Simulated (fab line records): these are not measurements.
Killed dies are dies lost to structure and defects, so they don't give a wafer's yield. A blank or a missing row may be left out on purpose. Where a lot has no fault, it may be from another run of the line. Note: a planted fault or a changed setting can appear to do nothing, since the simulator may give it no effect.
fab line records ; flow ritCmos
[record] lots = 6; wafers = 18; lastDay = 7
route steps=202 shown ACTIVE@2 FOX1@20 FOX2@23 M1@202
lots with no fault: from the same line, run without faults
startH: the number of hours between the record's first day and the start of the first shown wafer of the lot ; waitH: hours since the lot's step before ; " unchanged from the row above ; L1.1+2: several wafers, shown together as one row ; - no value present, or no start provided ; * or withheld: withheld ; < > ~ a bound
route shown NAME@n: NAME is a module with steps in the file, n the number in the route of the first one ; usual: average and standard deviation across the fault-free wafers ; same: alike in all rows ; chamber/n: place in a boat ; sites: the reading at each site ; _std_site: the values' standard deviation ; _edge_site: outer sites' mean less inner sites' ; radiusMm: how far each site lies from the wafer's centre ; mask NAME#n: copy n ; behind: tool/chamber where the wafer was last shaped ; hold: reason for holding the lot/hours on hold/outcome of the hold ; device: names the non-switching transistor (n, p or np) ; end of line: the same wafers' tests at the end of the route ; a step with no rows: only its recipe ; killed: not the wafer's yield, but the dies lost to structure and defects at the first sort ; map: shows each die of a wafer: x if killed, . if not, _ if none is there
set.NAME: the run value of the setting; set.NAME@STEP: its run value at that earlier step ; model.NAME: the simulator's own value behind a step, which no gauge read
a table for each step, a row for each wafer; lots at some steps of the route
services: when a tool's chamber went out of use (startH, in hours from the record's first day, below 0 if earlier), for how many hours, and the reason
[[steps]]
[step RIT_ACTIVE_OXIDATION_01]
[recipe] tempC = 1000; ambient = O2; targetThkA = 468; oxTimeS = 3360
[step RIT_ACTIVE_THK_MEAS_02]
[recipe] reads = SiO2_of_ACTIVE_OXIDATION_01
[usual] ACTIVE_OXIDE_THK = 46.7/0.76
lot.wafer;tool;chamber;startH;waitH;ACTIVE_OXIDE_THK[nm]
L278.2;filmMetro-02;-;23.51;0.0;46.5
L278.3;filmMetro-02;-;23.51;0.0;47.3
L278.6;filmMetro-02;-;23.51;0.0;47.6
L280.2;filmMetro-01;-;34.20;0.0;47.6
L280.3;filmMetro-01;-;34.20;0.0;47.1
L280.5;filmMetro-01;-;34.20;0.0;47.5
L287.2;filmMetro-02;-;69.26;0.0;47.5
L287.4;filmMetro-02;-;69.26;0.0;47.7
L287.5;filmMetro-02;-;69.26;0.0;46.5
L289.1;filmMetro-01;-;77.33;0.0;46.2
L289.3;filmMetro-01;-;77.33;0.0;44.7
L289.6;filmMetro-01;-;77.33;0.0;44.8
L294.1;filmMetro-01;-;102.89;0.0;47.0
L294.2;filmMetro-01;-;102.89;0.0;47.1
L294.6;filmMetro-01;-;102.89;0.0;48.1
L297.1;filmMetro-01;-;120.42;0.0;47.0
L297.3;filmMetro-01;-;120.42;0.0;46.9
L297.4;filmMetro-01;-;120.42;0.0;47.0
[step RIT_ACTIVE_CVD_03]
[recipe] material = Si3N4; targetThkNm = 150; tempC = 810; precursor = SiH2Cl2/NH3; timeS = 1500; pressureMtorr = 300; sih2cl2FlowSccm = 60; nh3FlowSccm = 150
[step RIT_ACTIVE_THK_MEAS_04]
[recipe] reads = Si3N4_of_ACTIVE_CVD_03
[usual] ACTIVE_NITRIDE_THK = 149.5/1.6
lot.wafer;tool;chamber;startH;waitH;ACTIVE_NITRIDE_THK[nm]
L278.2;filmMetro-02;-;26.86;0.0;151.2
L278.3;filmMetro-02;-;26.86;0.0;151.3
L278.6;filmMetro-02;-;26.86;0.0;150.5
L280.2;filmMetro-01;-;36.39;0.0;148.8
L280.3;filmMetro-01;-;36.39;0.0;149.1
L280.5;filmMetro-01;-;36.39;0.0;149.1
L287.2;filmMetro-01;-;71.41;0.0;149.8
L287.4;filmMetro-01;-;71.41;0.0;148.4
L287.5;filmMetro-01;-;71.41;0.0;150.0
L289.1;filmMetro-01;-;79.39;0.0;152.2
L289.3;filmMetro-01;-;79.39;0.0;151.5
L289.6;filmMetro-01;-;79.39;0.0;150.8
L294.1;filmMetro-01;-;104.36;0.0;150.5
L294.2;filmMetro-01;-;104.36;0.0;151.1
L294.6;filmMetro-01;-;104.36;0.0;150.9
L297.1;filmMetro-01;-;121.90;0.0;149.4
L297.3;filmMetro-01;-;121.90;0.0;148.3
L297.4;filmMetro-01;-;121.90;0.0;147.9
[step RIT_ACTIVE_HMDS_05]
[recipe] primeTimeS = 60; primeTempC = 140
[step RIT_ACTIVE_COAT_06]
[recipe] resist = NOVOLAK; spinRpm = 3250; resistThkNm = 1000
[step RIT_ACTIVE_SOFTBAKE_07]
[recipe] resist = NOVOLAK; tempC = 90; timeS = 60
[step RIT_ACTIVE_EXPOSE_08]
[recipe] maskId = M1; na = 0.6; sourceShape = conventional; sigmaOuter = 0.6; targetCdNm = 1400; doseMj = 225
[step RIT_ACTIVE_PEB_09]
[recipe] resist = NOVOLAK; tempC = withheld; timeS = withheld
[step RIT_ACTIVE_DEVELOP_10]
[recipe] resist = NOVOLAK; developTimeS = 50; devTempC = 23
[step RIT_ACTIVE_CD_MEAS_11]
[recipe] targetCdNm = 1400
[usual] cdNm = 1399.7/1.8
lot.wafer;tool;chamber;startH;waitH;cdNm
L278.2;cdSem-02;-;27.99;-;1401.0
L278.3;cdSem-02;-;27.99;-;1400.2
L278.6;cdSem-02;-;27.99;-;1402.3
L280.2;cdSem-01;-;37.31;-;1399.8
L280.3;cdSem-01;-;37.31;-;1397.2
L280.5;cdSem-01;-;37.31;-;1399.9
L287.2;cdSem-02;-;72.33;-;1399.0
L287.4;cdSem-02;-;72.33;-;1399.3
L287.5;cdSem-02;-;72.33;-;1401.5
L289.1;cdSem-02;-;80.43;-;1401.2
L289.3;cdSem-02;-;80.43;-;1400.3
L289.6;cdSem-02;-;80.43;-;1399.5
L294.1;cdSem-01;-;105.40;-;1398.3
L294.2;cdSem-01;-;105.40;-;1400.7
L294.6;cdSem-01;-;105.40;-;1398.3
L297.1;cdSem-02;-;122.81;-;1399.5
L297.3;cdSem-02;-;122.81;-;1399.9
L297.4;cdSem-02;-;122.81;-;1400.1
[step RIT_ACTIVE_HARDBAKE_12]
[recipe] resist = NOVOLAK; tempC = 140; timeS = 60
[step RIT_ACTIVE_ETCH_13]
[recipe] stopOn = SiO2; chemistry = SF6; target = Si3N4; timeS = 210; overEtchFrac = 0.4; SF6_flow_sccm = 200; pressureMtorr = 260; rfW = 125; targetDepthA = 2100
[usual] drypumpMotorCurrentA = 5.4/0.45; oesProductAu = 0.816/0.017; overEtchFrac = 0.4/0; throttleValvePct = 7.48/0.098
[same] timeS = 210
lot.wafer;tool;chamber;startH;waitH;drypumpMotorCurrentA;oesProductAu;overEtchFrac;rfHoursCounterH;throttleValvePct;model.NOVOLAK_of_ACTIVE_COAT_06.thkNm;model.ACTIVE.featureDepthNm;model.SiO2_of_ACTIVE_OXIDATION_01.thkNm
L278.2;rieDiel-03;2;28.25;0.1;4.7;0.843;0.4;122;7.36;653.1;151.5;46.25
L278.3;rieDiel-03;1;28.25;0.1;5.5;0.837;0.4;93;7.34;655.6;151.7;46.78
L278.6;rieDiel-03;3;28.25;0.1;5.1;0.811;0.4;-;7.50;660.8;150.6;47.56
L280.2;rieDiel-03;3;37.56;0.1;5.2;0.801;0.4;5;7.50;655.5;148.6;47.56
L280.3;rieDiel-03;1;37.56;0.1;5.5;0.836;0.4;94;7.33;653.5;149.5;46.64
L280.5;rieDiel-03;0;37.56;0.1;5.9;0.794;0.4;-;7.58;650.3;150.6;45.89
L287.2;rieDiel-03;2;72.58;0.1;4.7;0.846;0.4;123;7.36;654.1;150.1;47.29
L287.4;rieDiel-03;1;72.58;0.1;5.5;0.744;0.76245;94;7.33;593.6;167;29.13
L287.5;rieDiel-03;0;72.58;0.1;5.9;0.794;0.4;-;7.58;647.9;151.7;44.89
L289.1;rieDiel-03;1;80.70;0.1;5.6;0.745;0.76245;94;7.31;593;171;27.27
L289.3;rieDiel-03;3;80.70;0.1;5.2;0.812;0.4;6;7.49;659.3;151.6;44.74
L289.6;rieDiel-03;3;80.70;0.1;5.1;0.814;0.4;-;7.50;659.5;150.9;44.83
L294.1;rieDiel-01;0;105.79;0.1;5.2;0.841;0.4;10;7.44;659.6;150.3;46.96
L294.2;rieDiel-01;1;105.79;0.1;5.6;0.811;0.4;116;7.50;656.3;150.9;47.03
L294.6;rieDiel-01;1;105.79;0.1;5.6;0.812;0.4;-;7.49;656.6;150.8;48.06
L297.1;rieDiel-02;2;123.08;0.1;6.3;0.823;0.4;82;7.32;655;149.2;46.96
L297.3;rieDiel-02;0;123.08;0.1;5.9;0.794;0.4;130;7.78;654;149;46.32
L297.4;rieDiel-02;3;123.08;0.1;6.1;0.831;0.4;41;7.51;652.7;148;46.96
[step RIT_ACTIVE_STRIP_14]
[recipe] chemistry = O2; timeS = 180; resist = NOVOLAK; platenTempC = withheld; powerW = 500; pressureMtorr = 4000; o2FlowSccm = 4000
[usual] drypumpMotorCurrentA = 5.7/0.52
[same] timeS = 180
lot.wafer;tool;chamber;startH;waitH;drypumpMotorCurrentA;rfHoursCounterH
L278.2;plasmaAsher-04;0;28.38;0.1;5.9;39
L278.3;plasmaAsher-04;0;28.38;0.1;5.9;-
L278.6;plasmaAsher-04;1;28.38;0.1;5.0;-
L280.2;plasmaAsher-04;0;37.69;0.1;5.9;40
L280.3;plasmaAsher-04;0;37.69;0.1;5.9;-
L280.5;plasmaAsher-04;1;37.69;0.1;5.0;-
L287.2;plasmaAsher-01;0;72.71;0.1;5.4;26
L287.4;plasmaAsher-01;0;72.71;0.1;5.4;-
L287.5;plasmaAsher-01;1;72.71;0.1;5.6;-
L289.1;plasmaAsher-04;1;80.83;0.1;5.0;45
L289.3;plasmaAsher-04;1;80.83;0.1;5.0;-
L289.6;plasmaAsher-04;1;80.83;0.1;5.0;-
L294.1;plasmaAsher-03;1;105.92;0.1;6.4;46
L294.2;plasmaAsher-03;0;105.92;0.1;6.4;46
L294.6;plasmaAsher-03;0;105.92;0.1;6.3;-
L297.1;plasmaAsher-03;0;123.21;0.1;6.4;48
L297.3;plasmaAsher-03;0;123.21;0.1;6.4;-
L297.4;plasmaAsher-03;1;123.21;0.1;6.4;-
[step RIT_ACTIVE_CD_MEAS_90]
[recipe] targetCdNm = 1400
[usual] cdNm = 1399.7/1.8
lot.wafer;tool;chamber;startH;waitH;cdNm
L278.2;cdSem-02;-;28.58;0.1;1401.7
L278.3;cdSem-02;-;28.58;0.1;1400.2
L278.6;cdSem-02;-;28.58;0.1;1402.5
L280.2;cdSem-01;-;37.89;0.1;1399.8
L280.3;cdSem-01;-;37.89;0.1;1396.9
L280.5;cdSem-01;-;37.89;0.1;1399.5
L287.2;cdSem-01;-;72.90;0.1;1399.4
L287.4;cdSem-01;-;72.90;0.1;1399.3
L287.5;cdSem-01;-;72.90;0.1;1401.5
L289.1;cdSem-01;-;81.01;0.1;1400.5
L289.3;cdSem-01;-;81.01;0.1;1400.4
L289.6;cdSem-01;-;81.01;0.1;1399.7
L294.1;cdSem-02;-;106.10;0.1;1398.6
L294.2;cdSem-02;-;106.10;0.1;1400.4
L294.6;cdSem-02;-;106.10;0.1;1397.9
L297.1;cdSem-02;-;123.39;0.1;1399.5
L297.3;cdSem-02;-;123.39;0.1;1399.8
L297.4;cdSem-02;-;123.39;0.1;1399.8
[step RIT_ACTIVE_CLEAN_15]
[recipe] chemistry = SC1; mix = 3:3:50; timeS = 600; tempC = 75
[step RIT_ACTIVE_CLEAN_16]
[recipe] chemistry = dHF; dilution = 50:1; timeS = 30
[step RIT_ACTIVE_CLEAN_17]
[recipe] chemistry = SC2; mix = 3:3:50; timeS = 600; tempC = 75; dry = n2Spin
[step RIT_FOX1_OXIDATION_00]
[recipe] tempC = 1100; ambient = H2O; targetThkA = 3507; pH2oTorr = 720; oxTimeS = 1130
[step RIT_FOX1_THK_MEAS_01]
[recipe] reads = SiO2_of_FOX1_OXIDATION_00
[usual] FOX1_OXIDE_THK = 351/7.4
lot.wafer;tool;chamber;startH;waitH;FOX1_OXIDE_THK[nm]
L278.2;filmMetro-03;-;30.94;0.0;351
L278.3;filmMetro-03;-;30.94;0.0;350
L278.6;filmMetro-03;-;30.94;0.0;350
L280.2;filmMetro-03;-;40.40;0.0;352
L280.3;filmMetro-03;-;40.40;0.0;358
L280.5;filmMetro-03;-;40.40;0.0;351
L287.2;filmMetro-03;-;74.70;0.0;352
L287.4;filmMetro-03;-;74.70;0.0;361
L287.5;filmMetro-03;-;74.70;0.0;358
L289.1;filmMetro-01;-;84.63;0.0;334
L289.3;filmMetro-01;-;84.63;0.0;340
L289.6;filmMetro-01;-;84.63;0.0;339
L294.1;filmMetro-01;-;109.44;0.0;336
L294.2;filmMetro-01;-;109.44;0.0;345
L294.6;filmMetro-01;-;109.44;0.0;338
L297.1;filmMetro-03;-;125.81;0.0;360
L297.3;filmMetro-03;-;125.81;0.0;361
L297.4;filmMetro-03;-;125.81;0.0;354
[step RIT_FOX1_WET_ETCH_02]
[recipe] chemistry = BOE; targetDepthNm = 350; timeS = 390; tempC = 21.5; dry = n2Spin; dilution = 10:1; target = SiO2
[step RIT_FOX2_OXIDATION_00]
[recipe] tempC = 1100; ambient = H2O; targetThkA = 3507; pH2oTorr = 720; oxTimeS = 1130
[step RIT_FOX2_THK_MEAS_01]
[recipe] reads = SiO2_of_FOX2_OXIDATION_00
[usual] FOX2_OXIDE_THK = 349/6
lot.wafer;tool;chamber;startH;waitH;FOX2_OXIDE_THK[nm]
L278.2;filmMetro-04;-;35.52;0.0;352
L278.3;filmMetro-04;-;35.52;0.0;358
L278.6;filmMetro-04;-;35.52;0.0;355
L280.2;filmMetro-04;-;42.90;0.0;345
L280.3;filmMetro-04;-;42.90;0.0;350
L280.5;filmMetro-04;-;42.90;0.0;347
L287.2;filmMetro-02;-;76.20;0.0;332
L287.4;filmMetro-02;-;76.20;0.0;338
L287.5;filmMetro-02;-;76.20;0.0;338
L289.1;filmMetro-04;-;86.12;0.0;346
L289.3;filmMetro-04;-;86.12;0.0;342
L289.6;filmMetro-04;-;86.12;0.0;334
L294.1;filmMetro-03;-;114.47;0.0;353
L294.2;filmMetro-03;-;114.47;0.0;352
L294.6;filmMetro-03;-;114.47;0.0;352
L297.1;filmMetro-03;-;127.37;0.0;351
L297.3;filmMetro-03;-;127.37;0.0;359
L297.4;filmMetro-03;-;127.37;0.0;360
[step RIT_FOX2_CLEAN_02]
[recipe] chemistry = dHF; dilution = 50:1; timeS = 180
[step RIT_FOX2_WET_ETCH_03]
[recipe] chemistry = H3PO4; target = Si3N4; targetDepthNm = 195; tempC = 165; timeS = 2700
[same] timeS = 2700
lot.wafer;tool;chamber;startH;waitH;model.SiO2_of_ACTIVE_OXIDATION_01.thkNm
L278.2;wetBench-01;2;35.62;0.0;41.26
L278.3;wetBench-01;2;35.62;0.0;41.7
L278.6;wetBench-01;2;35.62;0.0;42.38
L280.2;wetBench-04;0;43.01;0.0;42.29
L280.3;wetBench-04;0;43.01;0.0;41.48
L280.5;wetBench-04;0;43.01;0.0;40.81
L287.2;wetBench-03;1;76.31;0.0;42.05
L287.4;wetBench-03;1;76.31;0.0;25.9
L287.5;wetBench-03;1;76.31;0.0;39.9
L289.1;wetBench-04;0;86.23;0.0;24.3
L289.3;wetBench-04;0;86.23;0.0;39.89
L289.6;wetBench-04;0;86.23;0.0;39.95
L294.1;wetBench-04;0;114.59;0.0;41.76
L294.2;wetBench-04;0;114.59;0.0;41.8
L294.6;wetBench-04;0;114.59;0.0;42.69
L297.1+4;wetBench-01;0;127.49;0.0;41.92
L297.3;wetBench-01;0;127.49;0.0;41.38
[step RIT_FOX2_THK_MEAS_90]
[recipe] reads = SiO2_of_FOX2_OXIDATION_00
[usual] FIELD_OXIDE_LEFT_1_THK = 322/6.1
lot.wafer;tool;chamber;startH;waitH;FIELD_OXIDE_LEFT_1_THK[nm]
L278.2;filmMetro-03;-;36.39;0.0;325
L278.3;filmMetro-03;-;36.39;0.0;330
L278.6;filmMetro-03;-;36.39;0.0;328
L280.2;filmMetro-03;-;43.77;0.0;317
L280.3;filmMetro-03;-;43.77;0.0;322
L280.5;filmMetro-03;-;43.77;0.0;319
L287.2;filmMetro-02;-;77.08;0.0;306
L287.4;filmMetro-02;-;77.08;0.0;310
L287.5;filmMetro-02;-;77.08;0.0;311
L289.1;filmMetro-04;-;86.99;0.0;319
L289.3;filmMetro-04;-;86.99;0.0;315
L289.6;filmMetro-04;-;86.99;0.0;307
L294.1;filmMetro-03;-;115.35;0.0;326
L294.2;filmMetro-03;-;115.35;0.0;324
L294.6;filmMetro-03;-;115.35;0.0;325
L297.1;filmMetro-03;-;128.25;0.0;324
L297.3;filmMetro-03;-;128.25;0.0;332
L297.4;filmMetro-03;-;128.25;0.0;333
[step RIT_M1_PROBE_99]
[usual] killed_at_M0_to_M3 = 0.0/0.14; killedAtContacts = 0.1/0.27; killedAtFrontEnd = 6.5/2.8; killedDies = 6.6/2.8; killedOpen = 3.5/2; killedShort = 3.2/1.8
[same] grossDies = 264; killed_at_M4_up = 0; killedAtBackSide = 0; killedAtOther = 0
lot.wafer;tool;chamber;startH;waitH;killed_at_M0_to_M3;killedAtContacts;killedAtFrontEnd;killedDies;killedOpen;killedShort
L278.2;prober-01;-;81.70;0.1;0;0;9;9;2;6
L278.3;prober-01;-;81.75;0.2;0;0;10;10;4;6
L278.6;prober-01;-;81.90;0.2;0;0;7;7;3;4
L280.2;prober-02;-;86.26;0.1;0;0;7;7;5;2
L280.3;prober-02;-;86.31;0.2;0;1;4;5;3;2
L280.5;prober-02;-;86.41;0.2;0;0;4;4;2;2
L287.2;prober-01;-;121.15;0.1;0;0;3;3;1;2
L287.4;prober-01;-;121.25;0.2;0;0;10;10;7;3
L287.5;prober-01;-;121.30;0.2;0;0;10;10;8;2
L289.1;prober-01;-;128.38;0.1;0;0;4;4;0;4
L289.3;prober-01;-;128.48;0.2;0;0;5;5;3;2
L289.6;prober-01;-;128.63;0.2;0;0;5;5;4;1
L294.1;prober-01;-;158.96;0.1;1;0;5;6;2;4
L294.2;prober-01;-;159.01;0.1;0;0;6;6;4;2
L294.6;prober-01;-;159.21;0.2;0;0;6;6;2;4
L297.1;prober-02;-;169.94;0.1;0;0;13;13;7;6
L297.3;prober-02;-;170.04;0.2;0;0;8;8;5;3
L297.4;prober-02;-;170.09;0.2;0;0;11;11;7;4
// killed by level:class
L278.2 GATE:geometricParticle:short=3 SPACER:geometricParticle:short=3 GATE:geometricParticle:open=2 NLDD:coatMicrobubblePrinted=1
L278.3 GATE:geometricParticle:short=4 FOX2:geometricParticle:short=2 GATE:geometricParticle:open=2 SPACER:geometricParticle:open=2
L278.6 FOX1:geometricParticle:short=2 ACTIVE:geometricParticle:short=1 FOX2:geometricParticle:short=1 GATE:geometricParticle:open=1 SPACER:geometricParticle:open=1 SILICIDE:geometricParticle:open=1
L280.2 SPACER:geometricParticle:open=3 GATE:geometricParticle:short=2 GATE:geometricParticle:open=1 SILICIDE:geometricParticle:open=1
L280.3 GATE:geometricParticle:short=1 REOX:geometricParticle:open=1 SPACER:geometricParticle:short=1 SILICIDE:geometricParticle:open=1 CONTACT:geometricParticle:open=1
L280.5 SILICIDE:geometricParticle:short=2 REOX:geometricParticle:open=1 SPACER:geometricParticle:open=1
L287.2 FOX1:geometricParticle:open=1 GATE:geometricParticle:short=1 REOX:geometricParticle:short=1
L287.4 GATE:geometricParticle:short=3 GATE:geometricParticle:open=3 FOX2:geometricParticle:open=1 REOX:geometricParticle:open=1 SPACER:geometricParticle:open=1 SILICIDE:geometricParticle:open=1
L287.5 REOX:geometricParticle:open=3 GATE:geometricParticle:open=2 ACTIVE:geometricParticle:short=1 FOX1:geometricParticle:short=1 FOX1:geometricParticle:open=1 SPACER:geometricParticle:open=1 SILICIDE:geometricParticle:open=1
L289.1 FOX1:geometricParticle:short=2 GATE:geometricParticle:short=1 SPACER:geometricParticle:short=1
L289.3 GATE:geometricParticle:short=2 GATE:geometricParticle:open=2 SPACER:geometricParticle:open=1
L289.6 GATE:geometricParticle:open=3 FOX1:geometricParticle:short=1 SPACER:geometricParticle:open=1
L294.1 GATE:geometricParticle:short=2 GATE:geometricParticle:open=1 REOX:geometricParticle:short=1 REOX:geometricParticle:open=1 M1:geometricParticle:short=1
L294.2 SPACER:geometricParticle:open=3 SILICIDE:geometricParticle:short=2 FOX1:geometricParticle:open=1
L294.6 GATE:geometricParticle:open=2 REOX:geometricParticle:short=2 SILICIDE:geometricParticle:short=2
L297.1 FOX2:geometricParticle:open=3 FOX1:geometricParticle:short=2 GATE:geometricParticle:short=2 REOX:geometricParticle:short=2 SPACER:geometricParticle:open=2 GATE:geometricParticle:open=1 REOX:geometricParticle:open=1
L297.3 SPACER:geometricParticle:open=4 ACTIVE:geometricParticle:short=1 FOX1:geometricParticle:short=1 FOX1:geometricParticle:open=1 GATE:geometricParticle:short=1
L297.4 FOX1:geometricParticle:open=3 FOX1:geometricParticle:short=2 REOX:geometricParticle:short=2 SPACER:geometricParticle:open=2 FOX2:geometricParticle:open=1 GATE:geometricParticle:open=1
[[services]]
tool;chamber;startH;hours;kind
rieDiel-03;0;16.02;7.1;repair
rieDiel-01;-;17.81;1.2;repair
plasmaAsher-03;-;19.74;2.1;repair
plasmaAsher-01;-;34.36;1.2;repair
wetBench-01;-;103.50;16.0;repair
plasmaAsher-04;-;108.75;9.0;pm
plasmaAsher-04;0;108.75;9.0;ventCycle
plasmaAsher-04;1;108.75;9.0;ventCycle
plasmaAsher-04;0;117.75;-;clean
plasmaAsher-04;1;117.75;-;clean
[[key]]
[firstSign] step = RIT_ACTIVE_ETCH_13; reading = overEtchFrac; direction = up; sigmas = 99+; usual = 0.4; struck = 0.76245
[effect] step = RIT_ACTIVE_ETCH_13; reading = oesProductAu; direction = down; sigmas = 4.2; usual = 0.816; struck = 0.745
[modelEffect] step = RIT_ACTIVE_ETCH_13; value = NOVOLAK_of_ACTIVE_COAT_06.thkNm; without = 652.8; struck = 593.3
[modelEffect] step = RIT_FOX2_WET_ETCH_03; value = SiO2_of_ACTIVE_OXIDATION_01.thkNm; without = 41.33; struck = 25.1
metAt RIT_ACTIVE_ETCH_13
struckWafers L287.4,L289.1
testerLeftOut L287,L289
onsetBetween 37.56 72.58
[fault] kind = processParameterDrift; tool = rieDiel-03; chamber = 1; onsetH = 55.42; steps = RIT_ACTIVE_ETCH_13; channel = overEtchFrac; offset = 0.36245; shape = step; endH = 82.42; stated = 0.4
// testerLeftOut: of these lots the tester's yield and bins aren't shown, on N5 and GAA mostly nor the transistor test; their killed dies are dies lost to structure and defects alone, not to doping, threshold or leakage, so they don't give the yield
